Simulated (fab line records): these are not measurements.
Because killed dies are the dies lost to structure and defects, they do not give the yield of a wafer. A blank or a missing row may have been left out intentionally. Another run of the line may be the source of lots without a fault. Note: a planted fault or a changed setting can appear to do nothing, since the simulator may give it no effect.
The tool behind it: which one? + flow berkeley-cmos170 + 14 lots, 42 wafers sampled, at 3 steps of a route of 331

WHAT THE GAUGES READ, wafer by wafer
UCB170_SDANNEAL_RS_MEAS_03: the measuring method here is four-point-probe. Usual: NSD_RS typically reads 37.67 ohm/sq, with standard deviation 0.1.
| lot  | measured     | on            | NSD_RS (ohm/sq)   | flag |
|------|--------------|---------------|-------------------|------|
| L738 | day 7 01:01  | film-metro-04 | 37.80 37.82 37.84 |      |
| L737 | day 7 01:19  | film-metro-01 | 37.77 37.68 37.73 |      |
| L740 | day 7 14:23  | film-metro-04 | 37.80 37.85 37.86 |      |
| L741 | day 7 21:20  | film-metro-01 | 37.55 37.59 37.63 |      |
| L742 | day 7 21:40  | film-metro-02 | 37.70 37.61 37.64 |      |
| L743 | day 8 06:16  | film-metro-01 | 37.61 37.58 37.63 |      |
| L745 | day 8 13:39  | film-metro-01 | 37.52 37.74 37.63 |      |
| L747 | day 9 04:19  | film-metro-01 | 37.55 37.58 37.66 |      |
| L750 | day 9 12:58  | film-metro-01 | 37.62 37.60 37.62 |      |
| L749 | day 9 13:02  | film-metro-02 | 37.70 37.73 37.70 |      |
| L751 | day 9 13:05  | film-metro-04 | 37.74 37.85 37.68 |      |
| L757 | day 10 13:13 | film-metro-02 | 37.47 37.48 37.59 |      |
| L759 | day 11 07:10 | film-metro-01 | 37.63 37.75 37.69 |      |
| L760 | day 11 10:26 | film-metro-01 | 37.63 37.64 37.53 |      |

UCB170_M1_THK_MEAS_02: measures by xrf. Usual: M1_AL_THK typically reads 635 nm, with standard deviation 7.7.
| lot  | measured     | on            | M1_AL_THK (nm) | flag |
|------|--------------|---------------|----------------|------|
| L738 | day 7 07:47  | film-metro-04 | 642 636 635    |      |
| L737 | day 7 08:19  | film-metro-01 | 636 640 631    |      |
| L740 | day 7 20:39  | film-metro-04 | 637 632 645    |      |
| L741 | day 8 03:47  | film-metro-04 | 642 642 638    |      |
| L742 | day 8 02:56  | film-metro-02 | 637 646 636    |      |
| L743 | day 8 14:21  | film-metro-01 | 626 628 620    |      |
| L745 | day 8 23:01  | film-metro-04 | 630 642 625    |      |
| L747 | day 9 10:31  | film-metro-01 | 633 637 639    |      |
| L750 | day 9 20:11  | film-metro-04 | 634 630 643    |      |
| L749 | day 9 20:39  | film-metro-01 | 636 631 637    |      |
| L751 | day 9 20:26  | film-metro-02 | 643 640 638    |      |
| L757 | day 10 21:44 | film-metro-02 | 636 642 628    |      |
| L759 | day 11 12:35 | film-metro-01 | 626 635 640    |      |
| L760 | day 11 17:03 | film-metro-02 | 630 632 633    |      |

WHICH TOOL RAN EACH LOT (tool, then ch and the chambers of the sampled wafers, then the start)
| lot  | UCB170_CONTACT_STRIP_19              |
|------|--------------------------------------|
| L738 | plasma-asher-04 ch 0,1, day 7 07:12  |
| L737 | plasma-asher-01 ch 0,1, day 7 07:43  |
| L740 | plasma-asher-01 ch 0,1, day 7 20:04  |
| L741 | plasma-asher-04 ch 0,1, day 8 03:13  |
| L742 | plasma-asher-04 ch 0,1, day 8 02:22  |
| L743 | plasma-asher-01 ch 0,1, day 8 13:33  |
| L745 | plasma-asher-04 ch 0,1, day 8 22:25  |
| L747 | plasma-asher-04 ch 0,1, day 9 09:56  |
| L750 | plasma-asher-04 ch 1, day 9 19:37    |
| L749 | plasma-asher-04 ch 0,1, day 9 20:04  |
| L751 | plasma-asher-01 ch 0,1, day 9 19:47  |
| L757 | plasma-asher-01 ch 0,1, day 10 21:11 |
| L759 | plasma-asher-03 ch 0,1, day 11 11:55 |
| L760 | plasma-asher-04 ch 0,1, day 11 16:28 |
- UCB170_CONTACT_STRIP_19: strips in O2.

AS READ BY THE TOOLS THEMSELVES (means over the sampled wafers that have a number; for cases with no such wafer, the mark the record gives instead)
UCB170_CONTACT_STRIP_19. Usual: drypump-motor-current-A 5.95 A, standard deviation 0.29; oes-product-au 0.725 a.u., standard deviation 0.0044.
| lot  | tool            | drypump-motor-current-A (A) | oes-product-au (a.u.) | flag |
|------|-----------------|-----------------------------|-----------------------|------|
| L738 | plasma-asher-04 | 5.89                        | 0.727                 |      |
| L737 | plasma-asher-01 | 5.99                        | 0.724                 |      |
| L740 | plasma-asher-01 | 5.83                        | 0.723                 |      |
| L741 | plasma-asher-04 | 6.13                        | 0.725                 |      |
| L742 | plasma-asher-04 | 5.90                        | 0.720                 |      |
| L743 | plasma-asher-01 | 5.82                        | 0.727                 |      |
| L745 | plasma-asher-04 | 6.10                        | 0.721                 |      |
| L747 | plasma-asher-04 | 5.90                        | 0.728                 |      |
| L750 | plasma-asher-04 | 6.35                        | 0.723                 |      |
| L749 | plasma-asher-04 | 5.89                        | 0.727                 |      |
| L751 | plasma-asher-01 | 5.84                        | 0.725                 |      |
| L757 | plasma-asher-01 | 5.83                        | 0.726                 |      |
| L759 | plasma-asher-03 | 5.90                        | 0.722                 |      |
| L760 | plasma-asher-04 | 5.89                        | 0.727                 |      |

THE ANSWER, worked out from the rows above alone
Rule: a lot is off if the mean of its wafers that have a number lies more than 3 standard deviations from the usual mean. A lot without any number at a reading at which 4 lots or more have one is off too. Any other lot the step has rows for is counted as sound. Order of review: gauges by route order, followed by the tools' own readings, for which a lot's mean as printed above is used. At the first step where some lot is off, the reading lying furthest off is the one used; lots without a number count as furthest.
Nothing can be told from this: no lot is off at any reading shown.

WHAT THE SIMULATOR PUT IN
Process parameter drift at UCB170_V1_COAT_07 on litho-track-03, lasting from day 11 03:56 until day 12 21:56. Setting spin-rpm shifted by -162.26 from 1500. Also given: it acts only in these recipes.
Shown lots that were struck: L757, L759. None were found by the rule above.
